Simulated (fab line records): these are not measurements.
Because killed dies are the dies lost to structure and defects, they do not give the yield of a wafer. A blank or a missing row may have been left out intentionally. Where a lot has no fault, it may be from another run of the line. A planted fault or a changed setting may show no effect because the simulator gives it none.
Struck lot and sound lot, side by side / flow ritCmos / 15 steps out of a route of 202
Sound: wafers L571.1, L571.2, L571.6. The struck wafers were L580.3, L580.5, L580.6. The cause comes at the end.
At each step with rows: each side's tool, then ch and its chambers, then its first start. Under that, the readings that differ: sound wafers / struck wafers / difference of the means / sigmas: that difference in standard deviations of wafers without a fault.
alike: readings whose means differ by less than 2 such deviations, and words and numbers that are the same on both sides. not compared: withheld readings, readings that some wafer has no value for, bounds like >300 that may hide the same value, and numbers for which the record gives no deviation and whose values overlap.
The two part at a step that has a row with sigmas, a row that says differs or no value, or rows on one side only. When numbers do not overlap yet have no deviation, they are printed without sigmas and do not part them. A reading that every wafer of one side lacks parts them only if that side has two wafers or more.

RIT_ACTIVE_BOW_MEAS_00:
  sound on filmMetro-04 at day 2 01:00; struck on filmMetro-03 at day 3 22:02
  alike: INCOMING_BOW
then, 1 step without rows for these wafers: RIT_ACTIVE_OXIDATION_01 (target thk 46.8 nm, ox time 3360 s).
RIT_ACTIVE_THK_MEAS_02:
  sound on filmMetro-02 at day 2 03:37; struck on filmMetro-02 at day 4 00:19
  alike: ACTIVE_OXIDE_THK
then, 1 step without rows for these wafers: RIT_ACTIVE_CVD_03 (deposits Si3N4 from SiH2Cl2/NH3, target thk 150 nm, time 1500 s).
RIT_ACTIVE_THK_MEAS_04:
  sound on filmMetro-02 at day 2 05:07; struck on filmMetro-04 at day 4 02:30
  alike: ACTIVE_NITRIDE_THK
then, 1 step without rows for these wafers: RIT_ACTIVE_HMDS_05 (prime time 60 s).
RIT_ACTIVE_COAT_06: resist thk 1000 nm.
  sound on lithoTrack-04 ch 0, day 2 05:19; struck on lithoTrack-04 ch 0, day 4 02:44
reading=model.NOVOLAK_of_ACTIVE_COAT_06.thkNm (nm); sound=1001 998.2 1000; struck=1291 1291 1287; difference=+290; sigmas=
  alike: chillPlateTempC, dispensePressureKPa, resistLineTempC
then, 3 steps without rows for these wafers: RIT_ACTIVE_SOFTBAKE_07 (time 60 s); RIT_ACTIVE_EXPOSE_08 (exposes mask M1, target cd 1400 nm); RIT_ACTIVE_PEB_09.
RIT_ACTIVE_DEVELOP_10: develop time 52.49 s.
  sound: lithoTrack-01 ch 0; struck: lithoTrack-04 ch 0
reading=model.ACTIVE.cdNm (nm); sound=1402 1401 1400; struck=1423 1424 1427; difference=+24; sigmas=
  alike: chillPlateTempC, resistLineTempC
RIT_ACTIVE_CD_MEAS_11 targets a cd of 1400 nm.
  sound on cdSem-01 at day 2 06:09; struck on cdSem-02 at day 4 03:33
reading=cdNm (nm); sound=1402.0 1401.0 1399.9; struck=1423.6 1423.6 1427.0; difference=+23.8; sigmas=+11
then, 1 step without rows for these wafers: RIT_ACTIVE_HARDBAKE_12 (time 60 s).
RIT_ACTIVE_ETCH_13: etches Si3N4 in SF6, stops on SiO2, time 210 s, target depth 210 nm.
  sound on rieDiel-04 ch 0,1, day 2 06:25; struck on rieDiel-03 ch 1,2,3, day 4 03:47
reading=model.NOVOLAK_of_ACTIVE_COAT_06.thkNm (nm); sound=658.5 655.3 655.9; struck=914.2 906.4 903.1; difference=+251.3; sigmas=
reading=model.ACTIVE.cdNm (nm); sound=1402 1401 1400; struck=1423 1423 1427; difference=+23; sigmas=
  alike: SF6_flow_sccm, drypumpMotorCurrentA, oesProductAu, throttleValvePct
  not compared: rfHoursCounterH
RIT_ACTIVE_STRIP_14: strips in O2, time 180 s.
  sound on plasmaAsher-03 ch 0,1, day 2 06:33; struck on plasmaAsher-02 ch 0,1, day 4 03:58
  alike: drypumpMotorCurrentA
  not compared: rfHoursCounterH

## WHERE THEY PART
Only at RIT_ACTIVE_CD_MEAS_11, as far as this record shows. Later steps at which nothing parts them and some readings are alike: RIT_ACTIVE_ETCH_13, RIT_ACTIVE_STRIP_14.

WHY: what had been put in by the simulator
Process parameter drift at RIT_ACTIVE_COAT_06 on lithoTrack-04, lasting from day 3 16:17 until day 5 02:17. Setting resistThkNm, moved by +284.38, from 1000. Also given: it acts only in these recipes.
